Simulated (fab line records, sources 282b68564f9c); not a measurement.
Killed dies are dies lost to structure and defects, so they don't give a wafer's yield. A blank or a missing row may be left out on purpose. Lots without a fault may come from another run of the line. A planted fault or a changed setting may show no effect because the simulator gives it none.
Split-lot experiment | flow rit_cmos | 5 lots, 23 wafers read, on a route of 202 steps

THE SPLIT
At RIT_GATE_OXIDATION_05 (target thk 3 nm, ox time 270 s), the setting ox_time_s was moved away from the recipe's 270 s on 15 of the 23 wafers read, by -14.2% to +8.0%. The other wafers ran this setting at the recipe's value.

FROM THE SPLIT TO THE READING: what the file shows between them, 1 step
- RIT_GATE_ANNEAL_06: time 600 s

THE READING
GATE_OXIDE_THK, in nm, at RIT_GATE_THK_MEAS_07. Fault-free wafers of this fab line usually give 3.01 nm, standard deviation 0.076 nm.

wafer  | tool, chamber at the split | ox_time_s as run, s | against the recipe | GATE_OXIDE_THK, nm | against lot-mates on the recipe
L074.1 | -, -                       | 231.6               | -14.2%             | 2.62               | no lot-mate on the recipe
L074.2 | -, -                       | 231.6               | -14.2%             | 2.61               | no lot-mate on the recipe
L074.4 | -, -                       | 231.6               | -14.2%             | 2.65               | no lot-mate on the recipe
L074.5 | -, -                       | 231.6               | -14.2%             | 2.55               | no lot-mate on the recipe
L074.6 | -, -                       | 231.6               | -14.2%             | 2.61               | no lot-mate on the recipe
L077.1 | -, -                       | 235                 | -13.0%             | 2.67               | no lot-mate on the recipe
L077.2 | -, -                       | 235                 | -13.0%             | 2.65               | no lot-mate on the recipe
L077.3 | -, -                       | 235                 | -13.0%             | 2.69               | no lot-mate on the recipe
L077.4 | -, -                       | 235                 | -13.0%             | 2.73               | no lot-mate on the recipe
L077.5 | -, -                       | 235                 | -13.0%             | 2.66               | no lot-mate on the recipe
L081.1 | -, -                       | 291.6               | +8.0%              | 3.27               | no lot-mate on the recipe
L081.3 | -, -                       | 291.6               | +8.0%              | 3.22               | no lot-mate on the recipe
L081.4 | -, -                       | 291.6               | +8.0%              | 3.26               | no lot-mate on the recipe
L081.5 | -, -                       | 291.6               | +8.0%              | 3.34               | no lot-mate on the recipe
L081.6 | -, -                       | 291.6               | +8.0%              | 3.27               | no lot-mate on the recipe
L082.2 | -, -                       | 270                 | recipe             | 3.06               | -
L082.3 | -, -                       | 270                 | recipe             | 3.04               | -
L082.4 | -, -                       | 270                 | recipe             | 2.95               | -
L082.5 | -, -                       | 270                 | recipe             | 3.01               | -
L082.6 | -, -                       | 270                 | recipe             | 3.02               | -
L085.3 | furnace-02, 0              | 270                 | recipe             | 3.09               | -
L085.4 | furnace-02, 0              | 270                 | recipe             | 3.00               | -
L085.5 | furnace-02, 0              | 270                 | recipe             | 3.05               | -

THE FIT
A straight line over all 23 wafers: GATE_OXIDE_THK changes by +0.0289 nm for each +1% of ox_time_s; r = +0.99; the points scatter about the line by 0.04 nm.
Too few moved wafers have a lot-mate on the recipe to fit a line with each lot's own level taken away.

THE WHOLE CHAIN: every reading that the file lists as answering this split, in the file's order
step                  | what it does                   | reading                                                                           | change (the file's fit)                | r (the file's)
RIT_GATE_OXIDATION_05 | target thk 3 nm, ox time 270 s | SiO2_of_GATE_OXIDATION_05.thk_nm (the simulator's own value, which no gauge read) | +0.0274 nm for each +1% of the setting | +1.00
RIT_GATE_THK_MEAS_07  |                                | GATE_OXIDE_THK                                                                    | +0.0288 for each +1% of the setting    | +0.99

THE FILE'S OWN FIT
GATE_OXIDE_THK changes by +0.0288 nm for each +1% of ox_time_s, r = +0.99.
